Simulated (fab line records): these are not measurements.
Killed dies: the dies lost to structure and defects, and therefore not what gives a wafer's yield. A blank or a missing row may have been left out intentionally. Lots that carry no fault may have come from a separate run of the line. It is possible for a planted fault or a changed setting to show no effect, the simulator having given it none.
Which tool did it? || flow berkeley cmos170 || 7 lots with 21 wafers sampled at 2 steps, on a route of 331 steps

## WHAT THE GAUGES READ, wafer by wafer
UCB170_PWELL_TW_MEAS_17.
{"lot": "L317", "measured": "day 3 00:49", "on": "film metro-03", "PWELL_TW": "378.8 380.5 375.3"}
{"lot": "L320", "measured": "day 3 13:24", "on": "film metro-04", "PWELL_TW": "377.0 375.8 375.0"}
{"lot": "L322", "measured": "day 3 21:31", "on": "film metro-01", "PWELL_TW": "379.3 379.0 379.2"}
{"lot": "L324", "measured": "day 4 22:35", "on": "film metro-01", "PWELL_TW": "378.7 377.7 379.5"}
{"lot": "L330", "measured": "day 5 19:55", "on": "film metro-03", "PWELL_TW": "401.7 403.3 404.6"}
{"lot": "L334", "measured": "day 6 10:29", "on": "film metro-01", "PWELL_TW": "383.3 381.3 381.4"}
{"lot": "L339", "measured": "day 7 11:55", "on": "film metro-03", "PWELL_TW": "380.7 379.8 379.0"}

## EACH LOT AND THE TOOL THAT RAN IT (in order: tool; ch and the chambers of the sampled wafers; start)
{"lot": "L317", "UCB170_PWELL_IMPLANT_15": "implanter-04 ch 0, day 3 00:34"}
{"lot": "L320", "UCB170_PWELL_IMPLANT_15": "implanter-04 ch 0, day 3 13:12"}
{"lot": "L322", "UCB170_PWELL_IMPLANT_15": "implanter-04 ch 0, day 3 21:16"}
{"lot": "L324", "UCB170_PWELL_IMPLANT_15": "implanter-01 ch 0, day 4 22:22"}
{"lot": "L330", "UCB170_PWELL_IMPLANT_15": "implanter-04 ch 0, day 5 19:41"}
{"lot": "L334", "UCB170_PWELL_IMPLANT_15": "implanter-01 ch 0, day 6 10:16"}
{"lot": "L339", "UCB170_PWELL_IMPLANT_15": "implanter-01 ch 0, day 7 11:40"}
- UCB170_PWELL_IMPLANT_15

## THE ANSWER, worked out from the rows above alone
Rule: the usual values come from the lots themselves. The widest of any qualifying gaps counts: lots, ordered by their means at a reading, are off when they make up no more than a third of the lots, leave a main group of 4 or more, and stand apart from it by 3 or more times the standard deviation of that group's means. A main group is skipped when, at the precision printed for the reading in the tables above, its means are all equal. Also off: a lot with no number at a reading for which 4 or more lots have one. Any other lot the step has rows for is counted as sound.
Off: L330, at UCB170_PWELL_TW_MEAS_17 (PWELL_TW). The main group: mean 379.0, standard deviation 1.8.
If a tool, at a process step before that reading, ran all the lots that are off and no sound lot after the first of them, it fits. Those tools and the gauges at UCB170_PWELL_TW_MEAS_17 are tried in the same way. One fits: UCB170_PWELL_IMPLANT_15 on implanter-04. A fault onset in the window from L322 (day 3 21:16, its last sound lot) to L330 (day 5 19:41, its first lot off) fits.

## WHAT WAS PUT IN BY THE SIMULATOR
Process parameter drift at UCB170_PWELL_IMPLANT_15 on implanter-04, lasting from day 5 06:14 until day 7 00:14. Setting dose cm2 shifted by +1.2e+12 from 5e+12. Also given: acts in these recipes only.
Struck lots among those shown: L330. The rule above found the same.
